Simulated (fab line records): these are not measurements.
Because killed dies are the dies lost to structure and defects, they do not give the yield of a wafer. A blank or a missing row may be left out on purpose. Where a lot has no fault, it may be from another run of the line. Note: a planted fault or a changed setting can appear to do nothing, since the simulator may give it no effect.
Which tool was responsible?	flow berkeleyCmos170	7 lots with 21 wafers sampled at 3 steps, on a route of 331 steps

== WHAT EACH GAUGE READ, for each wafer ==
UCB170_M1_CD_MEAS_90: target cd 700 nm.
lot	measured	on	cdNm (nm)
L344	day 7 16:49	cdSem-02	699.5 696.5 697.2
L347	day 7 21:33	cdSem-02	695.9 698.4 695.7
L350	day 7 22:34	cdSem-01	696.7 698.8 698.4
L353	day 8 22:27	cdSem-02	699.4 700.9 700.8
L355	day 10 05:02	cdSem-02	699.5 699.4 701.9
L356	day 10 05:08	cdSem-02	- - -
L362	day 11 00:29	cdSem-02	700.4 698.4 698.8

== EACH LOT AND THE TOOL THAT RAN IT (in order: tool; ch and the chambers of the sampled wafers; start) ==
lot	UCB170_M1_ETCH_11	UCB170_M1_METAL_ETCH_12
L344	rieDiel-04 ch 0,1, day 7 16:33	rieMetal-04 ch 0,1, day 7 16:35
L347	rieDiel-01 ch 0,1,2, day 7 21:16	rieMetal-04 ch 0,1, day 7 21:19
L350	rieDiel-04 ch 0,1,3, day 7 22:14	rieMetal-03 ch 0, day 7 22:17
L353	rieDiel-04 ch 1,2, day 8 22:09	rieMetal-03 ch 0,1, day 8 22:11
L355	rieDiel-04 ch 0,3, day 10 04:44	rieMetal-01 ch 0,1, day 10 04:47
L356	rieDiel-03 ch 1,3, day 10 04:46	rieMetal-03 ch 0,1, day 10 04:48
L362	rieDiel-01 ch 1,2, day 11 00:11	rieMetal-04 ch 0,1, day 11 00:14
- UCB170_M1_ETCH_11: etches BARC in N2/H2.
- UCB170_M1_METAL_ETCH_12: etches Al in Cl2/BCl3, stops on PSG, target depth 780 nm, time 130 s.

== THE ANSWER, worked out from the rows above alone ==
Rule: the lots themselves supply what counts as usual. Put in order of their means at a reading, lots are off if they are a third of the lots or fewer, leave a main group of 4 or more, and stand apart from it by a gap of 3 or more times the standard deviation of the main group's means; of several such gaps the widest counts. The tables above print the reading to a certain number of digits; a main group whose means all agree to those digits is not used. Also off: a lot with no number at a reading for which 4 or more lots have one. The other lots that the step has rows for count as sound.
Off: L356, at UCB170_M1_CD_MEAS_90 (cdNm). Without a number there: L356. Mean 698.7 nm and standard deviation 1.4 in the main group.
If a tool, at a process step before that reading, ran all the lots that are off and no sound lot after the first of them, it fits. Gauges at UCB170_M1_CD_MEAS_90: tried the same way as those tools. Can't be told from this: 2 tools fit, rieDiel-03 at UCB170_M1_ETCH_11, rieMetal-03 at UCB170_M1_METAL_ETCH_12.

== WHAT THE SIMULATOR PUT IN ==
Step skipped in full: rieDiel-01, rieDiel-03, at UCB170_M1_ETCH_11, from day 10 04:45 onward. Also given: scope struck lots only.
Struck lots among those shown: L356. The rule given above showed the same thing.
